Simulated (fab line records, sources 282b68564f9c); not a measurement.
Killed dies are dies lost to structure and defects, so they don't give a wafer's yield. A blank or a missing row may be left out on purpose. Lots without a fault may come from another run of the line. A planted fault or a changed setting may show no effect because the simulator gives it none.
fab line records | flow rit_cmos
record lots=6 wafers=18 last_day=6
route steps=202 shown SILICIDE@167 CONTACT@168 M1@202
lots that met no fault: from a run of the same line without faults
start_h: hours from the record's first day to the start of the lot's first wafer shown | wait_h: hours since the lot's step before | " the same as in the row above | L1.1+2: a row that stands for several wafers | - no value, or no start given | * or withheld: withheld | < > ~ a bound
route shown NAME@n: a module of which the file shows steps, and the number in the route of the first | usual: mean/standard deviation of fault-free wafers | same: alike in all rows | chamber/n: place in a boat | sites: the reading at each site | _std_site: their standard deviation | _edge_site: outer sites' mean less inner sites' | radius_mm: how far each site lies from the wafer's centre | mask NAME#n: copy n | behind: the tool/chamber that last shaped the wafer | hold: why the lot was held/for how many hours/how that ended | device: the transistor (n, p or np) that didn't switch | end of line: the same wafers' tests at the end of the route | a step without rows: its recipe alone | killed: dies lost to structure and defects at the first sort, not the wafer's yield | map: a wafer's dies, x killed, . not, _ none there
set.NAME: the setting as run; set.NAME@STEP: as run at that earlier step | model.NAME: the simulator's own value behind a step, which no gauge read
lots at some steps of the route; a table a step, a row a wafer
services: from which hour (start_h, from the record's first day; less than 0 if before it) a tool's chamber was out of use, for how many hours, and why
## steps
# step RIT_SILICIDE_RTA_06
# recipe temp_c=750 time_s=10 idle_temp_c=25 ramp_up_s=5 ramp_down_s=10 cool_to_c=25 ambient=N2
# usual wafer_temp_C_max=752.9/1.1
# columns lot.wafer tool chamber start_h wait_h wafer_temp_C_max
L469.2 rtp_anneal-01 0 77.08 0.0 753.3
L469.4 " 0 " " 754.1
L469.5 " 0 " " 753.4
L472.2 rtp_anneal-02 0 93.31 0.0 752.2
L472.3 " 0 " " 751.6
L472.5 " 0 " " 753.3
L474.1 rtp_anneal-02 0 105.70 0.0 752.4
L474.3 " 0 " " 752.5
L474.5 " 0 " " 752.5
L476.3 rtp_anneal-02 0 119.04 0.0 751.7
L476.4 " 0 " " 751.5
L476.6 " 0 " " 751.2
L482.1 rtp_anneal-02 0 145.28 0.0 752.9
L482.3 " 0 " " 752.6
L482.4 " 0 " " 752.2
L483.3 rtp_anneal-01 0 148.33 0.0 753.2
L483.5 " 0 " " 755.1
L483.6 " 0 " " 754.3
# step RIT_CONTACT_CVD_00
# recipe material=SiO2 target_thk_nm=400 precursor=TEOS temp_c=390 time_s=61 rf_w=400
# usual heater_power_w=315/51
# columns lot.wafer tool chamber start_h wait_h heater_power_w
L469.2 pecvd-01 2 77.14 0.0 355
L469.4 " 0 " " 297
L469.5 " 1 " " 281
L472.2 pecvd-01 1 93.37 0.0 328
L472.3 " 2 " " 363
L472.5 " 0 " " 304
L474.1 pecvd-02 2 105.77 0.1 294
L474.3 " 0 " " 249
L474.5 " 2 " " 307
L476.3 pecvd-04 0 119.08 0.0 287
L476.4 " 1 " " 334
L476.6 " 2 " " 391
L482.1 pecvd-04 2 145.35 0.1 403
L482.3 " 1 " " 350
L482.4 " 1 " " 357
L483.3 pecvd-02 1 148.38 0.0 299
L483.5 " 2 " " 348
L483.6 " 1 " " 315
# step RIT_CONTACT_THK_MEAS_01
# recipe reads=SiO2_of_CONTACT_CVD_00
# usual CONTACT_TEOS_THK=399/4.7
# columns lot.wafer tool chamber start_h wait_h CONTACT_TEOS_THK[nm]
L469.2 film_metro-02 - 77.20 0.0 396
L469.4 " - " " 396
L469.5 " - " " 401
L472.2 film_metro-02 - 93.43 0.0 396
L472.3 " - " " 399
L472.5 " - " " 398
L474.1 film_metro-03 - 105.82 0.0 397
L474.3 " - " " 399
L474.5 " - " " 403
L476.3 film_metro-01 - 119.15 0.0 397
L476.4 " - " " 401
L476.6 " - " " 399
L482.1 film_metro-01 - 145.40 0.0 405
L482.3 " - " " 402
L482.4 " - " " 408
L483.3 film_metro-02 - 148.45 0.0 389
L483.5 " - " " 406
L483.6 " - " " 395
# step RIT_CONTACT_HMDS_02
# recipe prime_time_s=60 prime_temp_c=140
# step RIT_CONTACT_COAT_03
# recipe resist=NOVOLAK spin_rpm=3250 resist_thk_nm=1000
# step RIT_CONTACT_SOFTBAKE_04
# recipe resist=NOVOLAK temp_c=90 time_s=58.15
# step RIT_CONTACT_EXPOSE_05
# recipe mask_id=M11 na=0.6 source_shape=conventional sigma_outer=0.5 target_cd_nm=1000 dose_mj=250
# step RIT_CONTACT_PEB_06
# recipe resist=NOVOLAK temp_c=withheld time_s=withheld
# step RIT_CONTACT_DEVELOP_07
# recipe resist=NOVOLAK develop_time_s=120 dev_temp_c=23
# step RIT_CONTACT_CD_MEAS_08
# recipe target_cd_nm=1000
# usual cd_nm=1001.1/2.4
# columns lot.wafer tool chamber start_h wait_h cd_nm
L469.2 cd_sem-01 - 78.36 - 1002.9
L469.4 " - " " 1003.1
L469.5 " - " " 1003.1
L472.2 cd_sem-01 - 94.59 - 1002.9
L472.3 " - " " 1004.4
L472.5 " - " " 1004.2
L474.1 cd_sem-02 - 106.85 - 999.9
L474.3 " - " " 1004.4
L474.5 " - " " 1003.8
L476.3 cd_sem-02 - 120.32 - 1002.8
L476.4 " - " " 1001.4
L476.6 " - " " 1001.1
L482.1 cd_sem-01 - 146.58 - 1000.7
L482.3 " - " " 998.6
L482.4 " - " " 1000.3
L483.3 cd_sem-01 - 149.50 - 1004.3
L483.5 " - " " 1001.1
L483.6 " - " " 1004.3
# step RIT_CONTACT_OVL_MEAS_09
# usual CONTACT_OVL=-0.6/1.5
# columns lot.wafer tool chamber start_h wait_h CONTACT_OVL[nm]
L469.2 overlay-02 - 78.47 0.1 1.4
L469.4 " - " " -0.2
L469.5 " - " " 0.4
L472.2 overlay-02 - 94.70 0.1 -1.2
L472.3 " - " " -4.1
L472.5 " - " " 0.2
L474.1 overlay-01 - 106.97 0.1 0.6
L474.3 " - " " -2.3
L474.5 " - " " -0.4
L476.3 overlay-01 - 120.42 0.1 -3.1
L476.4 " - " " -3.9
L476.6 " - " " -2.7
L482.1 overlay-01 - 146.70 0.1 -2.3
L482.3 " - " " -2.6
L482.4 " - " " -0.6
L483.3 overlay-02 - 149.59 0.1 2.0
L483.5 " - " " -0.5
L483.6 " - " " 2.1
# step RIT_CONTACT_HARDBAKE_10
# recipe resist=NOVOLAK temp_c=140 time_s=60
# step RIT_CONTACT_ETCH_11
# recipe target_depth_a=4800 over_etch_frac=0.2 stop_on=TiSi2 chemistry=CHF3/CF4/Ar target=SiO2 CHF3_flow_sccm=50 cf4_flow_sccm=10 Ar_flow_sccm=100 O2_flow_sccm=5 pressure_mtorr=100 rf_w=200 time_s=320
# usual chamber_pressure_mTorr=100.01/0.1 drypump_motor_current_A=5.45/0.27 oes_product_au=0.996/0.011 run_length_s=348.1/0.44 throttle_valve_pct=8.86/0.13
# columns lot.wafer tool chamber start_h wait_h chamber_pressure_mTorr drypump_motor_current_A oes_product_au rf_hours_counter_h run_length_s throttle_valve_pct model.NOVOLAK_of_CONTACT_COAT_03.thk_nm
L469.2 rie_diel-03 0 78.65 0.1 100.05 5.71 0.996 168 348.4 8.77 766.8
L469.4 " 3 " " 100.01 4.97 1.010 - 348.1 8.84 765.1
L469.5 " 0 " " 99.96 5.71 0.984 - 348.4 8.80 770.9
L472.2 rie_diel-04 0 94.88 0.1 99.91 5.71 0.999 8 348.3 8.80 766.7
L472.3 " 3 " " 100.03 5.34 0.987 29 347.1 8.85 766.5
L472.5 " 2 " " 100.05 5.61 0.985 - 348.1 8.89 769.5
L474.1 rie_diel-03 0 107.15 0.1 99.94 5.73 0.989 168 348.6 8.78 771
L474.3 " 2 " " 100.05 5.51 0.982 28 476.2 9.13 723.9
L474.5 " 0 " " 99.99 5.72 0.989 - 348.5 8.76 769.6
L476.3 rie_diel-03 1 120.59 0.1 99.97 5.69 1.014 0 347.2 8.97 766.1
L476.4 " 1 " " 100.09 5.72 1.012 - 347.3 8.96 765.4
L476.6 " 2 " " 100.00 5.56 0.980 - 476.8 9.14 722
L482.1 rie_diel-02 0 146.88 0.1 100.03 5.59 1.006 134 347.9 8.69 771.3
L482.3 " 2 " " 99.90 4.96 0.986 10 347.5 8.93 770.6
L482.4 " 1 " " 100.08 5.57 0.992 3 348.5 8.77 771.3
L483.3 rie_diel-04 1 149.82 0.1 99.94 5.73 0.993 121 348.2 9.00 769.6
L483.5 " 1 " " 100.12 5.71 0.996 - 348.1 8.99 771
L483.6 " 3 " " 99.98 5.31 0.990 - 347.4 8.84 774.9
# step RIT_CONTACT_STRIP_12
# recipe chemistry=O2 time_s=180 resist=NOVOLAK platen_temp_c=withheld power_w=500 pressure_mtorr=4000 o2_flow_sccm=4000
# usual chamber_pressure_mTorr=4000/3.3 drypump_motor_current_A=5.7/0.33 o2_flow_sccm=3999/12
# columns lot.wafer tool chamber start_h wait_h chamber_pressure_mTorr drypump_motor_current_A o2_flow_sccm rf_hours_counter_h
L469.2 plasma_asher-02 0 78.84 0.1 3996 5.3 4007 42
L469.4 " 1 " " 3998 6.2 3998 -
L469.5 " 0 " " 3994 5.3 3997 -
L472.2 plasma_asher-03 1 95.07 0.1 3999 6.0 4022 44
L472.3 " 0 " " 4004 5.5 3991 -
L472.5 " 0 " " 4005 5.5 3979 -
L474.1 plasma_asher-03 1 107.35 0.1 4005 6.0 3988 45
L474.3 " 0 " " 3999 5.5 4000 -
L474.5 " 0 " " 4001 5.5 3994 -
L476.3 plasma_asher-04 1 120.84 0.2 4002 5.2 4001 -
L476.4 " 0 " " 3995 5.8 4004 -
L476.6 " 1 " " 4000 5.2 4005 -
L482.1 plasma_asher-02 0 147.08 0.1 4002 5.3 3989 3
L482.3 " 0 " " 4008 5.3 4005 -
L482.4 " 1 " " 3997 6.1 4004 -
L483.3 plasma_asher-03 0 150.07 0.2 3996 5.5 3992 -
L483.5 " 0 " " 3996 5.5 4008 -
L483.6 " 1 " " 3995 6.0 3970 -
# step RIT_M1_PROBE_99
# usual killed_at_contacts=0.1/0.27 killed_at_front_end=7/3.3 killed_dies=7/3.3 killed_open=3.5/2 killed_short=3.8/2.2
# same gross_dies=264 killed_at_M0_to_M3=0 killed_at_M4_up=0 killed_at_back_side=0 killed_at_other=0
# columns lot.wafer tool chamber start_h wait_h killed_at_contacts killed_at_front_end killed_dies killed_open killed_short model.etest.nmos_0p15.junction_log10_a_um model.etest.gate_end_array.leak_log10_a_um model.etest.nmos_0p3.off_log10_a_um model.etest.nmos_narrow.off_log10_a_um model.etest.pmos_0p15.junction_log10_a_um model.etest.contact_diode_array.leak_log10_a model.etest.pmos_0p3.off_log10_a_um model.etest.antenna_contact.gate_log10_a_cm2
L469.2 prober-01 - 83.56 0.1 0 6 6 4 2 -13.69 -12.9 -13.17 -13.27 -13.82 -9.687 -13.08 -6.219
L469.4 prober-01 - 83.66 0.2 0 6 6 3 3 -13.76 -12.75 -13.03 -13.33 -13.82 -9.434 -12.96 -6.103
L469.5 prober-01 - 83.71 0.2 0 8 8 2 6 -13.73 -12.89 -13.09 -13.38 -13.9 -9.655 -12.86 -6.141
L472.2 prober-02 - 99.97 0.1 0 11 11 1 10 -13.51 -12.61 -12.86 -13.23 -13.79 -9.536 -12.51 -5.504
L472.3 prober-02 - 100.02 0.2 0 12 12 7 5 -13.79 -12.98 -13.11 -13.23 -13.75 -9.616 -12.74 -6.113
L472.5 prober-02 - 100.12 0.2 0 7 7 2 5 -13.67 -12.88 -13.14 -13.24 -13.92 -9.351 -12.75 -5.784
L474.1 prober-02 - 112.26 0.1 1 12 13 8 5 -13.69 -12.86 -13.05 -13.38 -13.83 -9.42 -13.16 -6.601
L474.3 prober-02 - 112.36 0.2 1 9 10 3 7 -11.28 -11.02 -11.27 -11.27 -12.27 -7.946 -12.21 -5.643
L474.5 prober-02 - 112.46 0.2 1 10 11 8 3 -13.62 -13.09 -13.29 -13.41 -13.87 -9.823 -13.09 -6.665
L476.3 prober-02 - 125.67 0.2 1 1 2 1 1 -13.74 -12.77 -13.03 -13.31 -13.95 -9.432 -12.81 -5.61
L476.4 prober-02 - 125.72 0.2 0 8 8 4 4 -13.47 -12.98 -13.11 -13.3 -13.87 -9.504 -12.88 -6.129
L476.6 prober-02 - 125.82 0.2 0 6 6 1 5 -11.14 -10.88 -11.14 -11.14 -12.14 -7.813 -12.04 -5.305
L482.1 prober-02 - 151.96 0.1 0 10 10 4 6 -13.59 -12.81 -13 -13.27 -13.9 -9.538 -12.65 -5.806
L482.3 prober-02 - 152.06 0.2 0 8 8 2 6 -13.66 -12.83 -13.04 -13.17 -13.89 -9.585 -12.75 -5.899
L482.4 prober-02 - 152.11 0.2 0 7 7 6 1 -13.77 -12.88 -13.05 -13.29 -13.76 -9.703 -12.91 -5.851
L483.3 prober-01 - 154.77 0.2 0 8 8 3 4 -13.53 -12.82 -13.05 -13.27 -13.79 -9.543 -12.97 -6.51
L483.5 prober-01 - 154.87 0.2 0 6 6 4 2 -13.59 -12.87 -13.12 -13.34 -13.82 -9.519 -12.94 -6.16
L483.6 prober-01 - 154.92 0.2 0 4 4 2 2 -13.5 -12.96 -13.18 -13.29 -13.66 -9.351 -13.13 -6.621
# killed by level:class
L469.2 REOX:geometric_particle:open=2 FOX2:geometric_particle:short=1 GATE:geometric_particle:open=1 SPACER:geometric_particle:short=1 SILICIDE:geometric_particle:open=1
L469.4 SPACER:geometric_particle:open=2 FOX2:geometric_particle:short=1 GATE:geometric_particle:short=1 REOX:geometric_particle:open=1 SPACER:geometric_particle:short=1
L469.5 SILICIDE:geometric_particle:short=4 GATE:geometric_particle:short=1 REOX:geometric_particle:open=1 SPACER:geometric_particle:short=1 SILICIDE:geometric_particle:open=1
L472.2 GATE:geometric_particle:short=8 SPACER:geometric_particle:short=1 SPACER:geometric_particle:open=1 SILICIDE:geometric_particle:short=1
L472.3 GATE:geometric_particle:short=4 GATE:geometric_particle:open=3 FOX1:geometric_particle:open=1 REOX:geometric_particle:open=1 SPACER:geometric_particle:open=1 SPACER:geometric_particle:short=1 SILICIDE:geometric_particle:open=1
L472.5 GATE:geometric_particle:short=4 FOX1:geometric_particle:open=1 GATE:geometric_particle:open=1 SPACER:geometric_particle:short=1
L474.1 GATE:geometric_particle:open=3 SPACER:geometric_particle:short=3 SPACER:geometric_particle:open=2 FOX1:geometric_particle:open=1 FOX1:geometric_particle:short=1 FOX2:geometric_particle:open=1 GATE:geometric_particle:short=1 CONTACT:geometric_particle:open=1
L474.3 SPACER:geometric_particle:short=3 GATE:geometric_particle:open=2 REOX:geometric_particle:short=2 FOX2:geometric_particle:open=1 GATE:geometric_particle:short=1 CONTACT:geometric_particle:short=1
L474.5 GATE:geometric_particle:open=3 FOX1:geometric_particle:short=2 FOX2:geometric_particle:open=2 FOX1:geometric_particle:open=1 GATE:geometric_particle:short=1 SILICIDE:geometric_particle:open=1 CONTACT:geometric_particle:open=1
L476.3 GATE:geometric_particle:short=1 CONTACT:geometric_particle:open=1
L476.4 GATE:geometric_particle:open=2 FOX1:geometric_particle:open=1 GATE:geometric_particle:short=1 REOX:geometric_particle:open=1 REOX:geometric_particle:short=1 SPACER:geometric_particle:short=1 SILICIDE:geometric_particle:short=1
L476.6 FOX1:geometric_particle:short=2 GATE:geometric_particle:open=1 GATE:geometric_particle:short=1 SPACER:geometric_particle:short=1 SILICIDE:geometric_particle:short=1
L482.1 FOX1:geometric_particle:short=2 SPACER:geometric_particle:short=2 FOX1:geometric_particle:open=1 FOX2:geometric_particle:open=1 GATE:geometric_particle:short=1 REOX:geometric_particle:short=1 REOX:geometric_particle:open=1 SPACER:geometric_particle:open=1
L482.3 GATE:geometric_particle:short=2 REOX:geometric_particle:short=2 FOX1:geometric_particle:open=1 FOX2:geometric_particle:short=1 GATE:geometric_particle:open=1 SILICIDE:geometric_particle:short=1
L482.4 FOX1:geometric_particle:open=2 GATE:geometric_particle:open=2 FOX2:geometric_particle:open=1 GATE:geometric_particle:short=1 SPACER:geometric_particle:open=1
L483.3 GATE:geometric_particle:short=2 GATE:geometric_particle:open=2 FOX1:geometric_particle:short=1 FOX1:geometric_particle:open=1 SILICIDE:geometric_particle:short=1 NWELL:coat_microbubble_printed=1
L483.5 GATE:geometric_particle:open=3 FOX1:geometric_particle:open=1 FOX1:geometric_particle:short=1 GATE:geometric_particle:short=1
L483.6 ACTIVE:geometric_particle:open=1 GATE:geometric_particle:short=1 REOX:geometric_particle:short=1 SPACER:geometric_particle:open=1
## services
# columns tool chamber start_h hours kind
rie_diel-03 1 59.21 9.7 repair
rtp_anneal-01 - 62.40 5.4 pm
rie_diel-03 1 69.05 - clean
rie_diel-03 1 69.05 29.8 scheduled_down
rie_diel-03 1 69.05 29.8 vent_cycle
pecvd-04 - 75.81 0.4 repair
pecvd-04 2 77.05 6.7 repair
plasma_asher-03 - 78.11 4.9 repair
rie_diel-04 2 96.80 4.1 repair
plasma_asher-02 - 108.75 9.0 pm
plasma_asher-02 0 108.75 9.0 vent_cycle
plasma_asher-02 1 108.75 9.0 vent_cycle
rie_diel-03 0 108.92 5.8 repair
rie_diel-02 2 110.75 1.8 repair
rie_diel-03 0 114.69 - clean
rie_diel-03 0 114.69 28.4 scheduled_down
rie_diel-03 0 114.69 28.4 vent_cycle
plasma_asher-02 0 117.75 - clean
plasma_asher-02 1 117.75 - clean
rie_diel-04 3 126.70 1.5 repair
rie_diel-04 2 141.31 - clean
rie_diel-04 2 141.31 18.4 scheduled_down
rie_diel-04 2 141.31 18.4 vent_cycle
rie_diel-03 - 142.15 0.6 repair
## key
first_sign step=RIT_CONTACT_ETCH_11 reading=run_length_s direction=up sigmas=99+ usual=* struck=*
effect none on later readings
model_effect step=RIT_CONTACT_ETCH_11 value=NOVOLAK_of_CONTACT_COAT_03.thk_nm without=768.2 struck=722.9
model_effect step=RIT_M1_PROBE_99 value=etest.nmos_0p15.junction_log10_a_um without=-13.64 struck=-11.21
met_at RIT_CONTACT_ETCH_11
struck_wafers L474.3,L476.6
tester_left_out L474,L476
fault kind=process_parameter_drift tool=rie_diel-03 chamber=2 onset_h=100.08 steps=RIT_CONTACT_ETCH_11 channel=time_s offset=* shape=step end_h=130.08 acts_in=* stated=*
# tester_left_out: of these lots the tester's yield and bins aren't shown, on N5 and GAA mostly nor the transistor test; their killed dies are dies lost to structure and defects alone, not to doping, threshold or leakage, so they don't give the yield
